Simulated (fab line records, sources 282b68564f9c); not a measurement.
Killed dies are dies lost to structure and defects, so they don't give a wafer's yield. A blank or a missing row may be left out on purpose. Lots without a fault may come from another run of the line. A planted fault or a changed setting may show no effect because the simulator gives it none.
A struck lot beside a sound one | flow rit_cmos | 19 steps out of a route of 202
Sound: wafers L123.1, L123.3, L123.6. Struck: wafers L131.3, L131.4, L131.6. The cause comes at the end.
At each step with rows: each side's tool, then ch and its chambers, then its first start. Under that, the readings that differ: sound wafers | struck wafers | difference of the means | sigmas: that difference in standard deviations of wafers without a fault.
alike: readings whose means differ by less than 2 such deviations, and words and numbers that are the same on both sides. not compared: withheld readings, readings that some wafer has no value for, bounds like >300 that may hide the same value, and numbers for which the record gives no deviation and whose values overlap.
The two part at a step that has a row with sigmas, a row that says differs or no value, or rows on one side only. Numbers that don't overlap but have no deviation are shown without sigmas and don't part them. A reading that every wafer of one side lacks parts them only if that side has two wafers or more.

first, 2 steps without rows for these wafers: RIT_PWELL_HARDBAKE_07 (time 120 s); RIT_PWELL_IMPLANT_08.
RIT_PWELL_STRIP_09: strips in O2, time 180 s.
  sound on plasma_asher-03 ch 0,1, day 3 16:52; struck on plasma_asher-02 ch 0,1, day 5 08:53
  alike: drypump_motor_current_A, o2_flow_sccm, rf_refl_power_W
  not compared: rf_hours_counter_h
RIT_PWELL_TW_MEAS_10:
  sound on film_metro-03, day 3 17:02; struck on film_metro-03, day 5 09:01
  alike: PWELL_TW
then, 1 step without rows for these wafers: RIT_WELLDRIVE_ANNEAL_00 (time 14700 s).
RIT_WELLDRIVE_RS_MEAS_01: measures by four-point-probe.
  sound on film_metro-03, day 3 22:11; struck on film_metro-03, day 5 14:11
  alike: NWELL_RS
RIT_WELLDRIVE_RS_MEAS_02: measures by four-point-probe.
  sound on film_metro-03, day 3 22:18; struck on film_metro-03, day 5 14:19
  alike: PWELL_RS
then, 5 steps without rows for these wafers: RIT_NRETRO_HMDS_00 (prime time 60 s); RIT_NRETRO_COAT_01 (resist thk 1300 nm); RIT_NRETRO_SOFTBAKE_02 (time 60 s); RIT_NRETRO_EXPOSE_03 (exposes mask M4, target cd 43900 nm); RIT_NRETRO_PEB_04.
RIT_NRETRO_DEVELOP_05: develop time 68 s.
  sound on litho_track-04 ch 0, day 3 23:00; struck on litho_track-02 ch 0, day 5 15:00
  alike: developer_temp_C
RIT_NRETRO_OVL_MEAS_06:
  sound on overlay-02, day 3 23:26; struck on overlay-01, day 5 15:25
  alike: NRETRO_OVL
then, 2 steps without rows for these wafers: RIT_NRETRO_HARDBAKE_07 (time 120 s); RIT_NRETRO_IMPLANT_08.
RIT_NRETRO_STRIP_09: strips in O2, time 180 s.
  sound on plasma_asher-02 ch 1, day 3 23:52; struck on plasma_asher-03 ch 0,1, day 5 15:53
  alike: drypump_motor_current_A, o2_flow_sccm, rf_refl_power_W
  not compared: rf_hours_counter_h
RIT_NRETRO_TW_MEAS_10:
  sound on film_metro-02, day 4 00:02; struck on film_metro-01, day 5 16:01
  reading   | sound          | struck      | difference | sigmas
  NRETRO_TW | 1034 1035 1038 | 223 226 228 | -810       | -58
then, 1 step without rows for these wafers: RIT_PRETRO_HMDS_00 (prime time 60 s).

WHERE THEY PART
Only at RIT_NRETRO_TW_MEAS_10, within this record.

WHY: what the simulator had put in
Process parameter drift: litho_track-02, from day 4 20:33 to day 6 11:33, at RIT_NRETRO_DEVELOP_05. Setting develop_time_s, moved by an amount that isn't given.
